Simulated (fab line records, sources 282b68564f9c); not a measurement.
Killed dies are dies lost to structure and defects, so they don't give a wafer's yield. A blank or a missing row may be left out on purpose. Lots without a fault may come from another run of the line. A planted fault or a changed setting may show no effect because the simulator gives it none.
Which tool did it? | flow rit_cmos | 7 lots, 21 wafers sampled, at 2 steps of a route of 202

WHAT THE GAUGES READ, wafer by wafer
RIT_ACTIVE_THK_MEAS_04.
lot  | measured    | on            | ACTIVE_NITRIDE_THK (nm)
L617 | day 1 18:32 | film_metro-02 | 147.2 145.6 146.5
L619 | day 2 04:32 | film_metro-03 | 150.5 151.0 149.5
L621 | day 2 15:30 | film_metro-02 | 152.3 150.7 151.9
L628 | day 4 03:04 | film_metro-01 | 171.9 170.4 172.8 171.8 170.5 172.7
L631 | day 4 17:05 | film_metro-03 | 173.3 173.2 172.5 173.5 173.1 172.4
L633 | day 5 02:33 | film_metro-03 | 148.4 149.5 148.1
L636 | day 5 17:34 | film_metro-03 | 150.1 149.2 148.9

WHICH TOOL RAN EACH LOT (tool, then ch and the chambers of the sampled wafers, then the start)
lot  | RIT_ACTIVE_CVD_03
L617 | lpcvd-01 ch 0, day 1 17:07
L619 | lpcvd-02 ch 1, day 2 03:07
L621 | lpcvd-02 ch 0, day 2 14:05
L628 | lpcvd-01 ch 1, day 4 00:56
L631 | lpcvd-01 ch 0, day 4 15:40
L633 | lpcvd-02 ch 1, day 5 01:07
L636 | lpcvd-02 ch 0, day 5 16:09
- RIT_ACTIVE_CVD_03: deposits Si3N4 from SiH2Cl2/NH3, target thk 150 nm, time 1500 s.

THE ANSWER, worked out from the rows above alone
Rule: what is usual is taken from the lots themselves. Put in order of their means at a reading, lots are off if they are a third of the lots or fewer, leave a main group of 4 or more, and stand apart from it by a gap of 3 or more times the standard deviation of the main group's means; of several such gaps the widest counts. A main group whose means are all the same, to the digits that the tables above print for the reading, isn't used. A lot without any number at a reading at which 4 lots or more have one is off too. The other lots that the step has rows for count as sound.
Off: L628, L631, at RIT_ACTIVE_THK_MEAS_04 (ACTIVE_NITRIDE_THK). The main group: mean 149.3 nm, standard deviation 1.7.
A tool fits if, at a process step before that reading, it ran every lot that is off, and no sound lot after the first of them. The gauges at RIT_ACTIVE_THK_MEAS_04 are tried like those tools. One fits: lpcvd-01 at RIT_ACTIVE_CVD_03. Its last sound lot is L617 (day 1 17:07), its first lot that is off L628 (day 4 00:56): a fault that began between those two fits.

WHAT THE SIMULATOR HAD PUT IN
Process parameter drift: lpcvd-01, from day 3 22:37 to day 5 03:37, at RIT_ACTIVE_CVD_03. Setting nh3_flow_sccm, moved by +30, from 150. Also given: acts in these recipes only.
Lots struck among those shown: L628, L631. The rule above found the same.
